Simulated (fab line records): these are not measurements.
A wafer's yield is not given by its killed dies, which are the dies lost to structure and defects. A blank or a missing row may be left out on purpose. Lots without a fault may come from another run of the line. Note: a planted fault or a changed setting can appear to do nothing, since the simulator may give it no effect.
A struck lot beside a sound one / flow ritCmos / 28 out of 202 route steps
Sound: these wafers, L868.1, L868.4, L868.6. The struck wafers were L877.3, L877.4, L877.5. The cause is named last.
Per side, at each step with rows, come the tool, then ch with its chambers, and then its first start. Under that, the readings that differ: sound wafers / struck wafers / difference of the means / sigmas: that difference in standard deviations of wafers without a fault.
alike: words and numbers the same on both sides, and readings whose means are apart by under 2 such deviations; not compared: readings that were withheld, readings missing a value for some wafer, numbers with overlapping values and no deviation given by the record, and bounds like >300 which may hide the same value.
A row with sigmas, a row that says differs or no value, or rows on one side alone: a step with any of these is where the two part. When numbers do not overlap yet have no deviation, they are printed without sigmas and do not part them. Lack of a reading on every wafer of one side parts them only where that side has two or more wafers.

RIT_FOX2_THK_MEAS_01:
  struck on filmMetro-01, day 4 12:12; sound on filmMetro-04, day 2 13:35
  alike: FOX2_OXIDE_THK
then, 2 steps without rows for these wafers: RIT_FOX2_CLEAN_02 (cleans in dHF, time 180 s); RIT_FOX2_WET_ETCH_03 (etches Si3N4 in H3PO4, target depth 195 nm, time 2700 s).
RIT_FOX2_THK_MEAS_90:
  struck on filmMetro-01, day 4 13:09; sound on filmMetro-03, day 2 14:28
  alike: FIELD_OXIDE_LEFT_1_THK
then, 6 steps without rows for these wafers: RIT_NWELL_HMDS_00 (prime time 60 s); RIT_NWELL_COAT_01 (resist thk 1300 nm); RIT_NWELL_SOFTBAKE_02 (time 60 s); RIT_NWELL_EXPOSE_03 (exposes mask M2, target cd 43900 nm); RIT_NWELL_PEB_04; RIT_NWELL_DEVELOP_05 (develop time 68 s).
RIT_NWELL_OVL_MEAS_06:
  struck on overlay-02, day 4 14:13; sound on overlay-02, day 2 15:32
  alike: NWELL_OVL
then, 1 step without rows for these wafers: RIT_NWELL_HARDBAKE_07 (time 120 s).
RIT_NWELL_IMPLANT_08:
  sound on implanter-04 ch 0, day 2 15:49; struck on implanter-04 ch 0, day 4 14:32
reading=doseIonsCm2; sound=4.995e+13 5e+13 5.002e+13; struck=6.503e+13 6.502e+13 6.502e+13; difference=+1.503e+13; sigmas=+99 or more
reading=faradayCurrentUA; sound=159 157 162; struck=209 205 204; difference=+47; sigmas=+15
  alike: tiltDeg
RIT_NWELL_STRIP_09: strips in O2, time 180 s.
  sound on plasmaAsher-01 ch 0,1, day 2 15:58; struck on plasmaAsher-02 ch 0,1, day 4 14:41
  alike: drypumpMotorCurrentA
  not compared: rfHoursCounterH
RIT_NWELL_TW_MEAS_10:
  struck on filmMetro-01, day 4 15:03; sound on filmMetro-04, day 2 16:09
reading=NWELL_TW; sound=2128 2129 2128; struck=2300 2310 2314; difference=+180; sigmas=+10
  not compared: hold
then, 5 steps without rows for these wafers: RIT_PWELL_COAT_01 (resist thk 1300 nm); RIT_PWELL_SOFTBAKE_02 (time 60 s); RIT_PWELL_EXPOSE_03 (exposes mask M3, target cd 43700 nm); RIT_PWELL_PEB_04; RIT_PWELL_DEVELOP_05 (develop time 68 s).
RIT_PWELL_OVL_MEAS_06:
  struck on overlay-02, day 4 20:37; sound on overlay-02, day 2 17:13
  alike: PWELL_OVL
then, 2 steps without rows for these wafers: RIT_PWELL_HARDBAKE_07 (time 120 s); RIT_PWELL_IMPLANT_08.
RIT_PWELL_STRIP_09: strips in O2, time 180 s.
  sound on plasmaAsher-03 ch 0, day 2 17:39; struck on plasmaAsher-01 ch 0,1, day 4 21:13
reading=drypumpMotorCurrentA (A); sound=5.9 5.9 5.9; struck=4.9 5.0 4.8; difference=-1.0; sigmas=-3
  not compared: rfHoursCounterH
RIT_PWELL_TW_MEAS_10:
  struck on filmMetro-04, day 4 21:21; sound on filmMetro-02, day 2 17:49
  alike: PWELL_TW
then, 1 step without rows for these wafers: RIT_WELLDRIVE_ANNEAL_00 (time 14700 s).
RIT_WELLDRIVE_RS_MEAS_01: measures by four-point-probe.
  struck on filmMetro-02, day 5 02:56; sound on filmMetro-02, day 3 00:24
reading=NWELL_RS (ohm/sq); sound=275.6 275.9 275.6; struck=236.7 236.3 236.0; difference=-39.4; sigmas=-49
  not compared: hold
RIT_M1_PROBE_99:
  the record has rows for the sound wafers here (prober-01, day 4 08:28) and none for the struck ones

WHERE THEY PART
At RIT_NWELL_IMPLANT_08 first; at RIT_M1_PROBE_99 last (within this record only).

WHY: what had been put in by the simulator
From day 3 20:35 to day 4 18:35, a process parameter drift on implanter-04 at RIT_NWELL_IMPLANT_08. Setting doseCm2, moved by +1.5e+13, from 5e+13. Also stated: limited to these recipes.
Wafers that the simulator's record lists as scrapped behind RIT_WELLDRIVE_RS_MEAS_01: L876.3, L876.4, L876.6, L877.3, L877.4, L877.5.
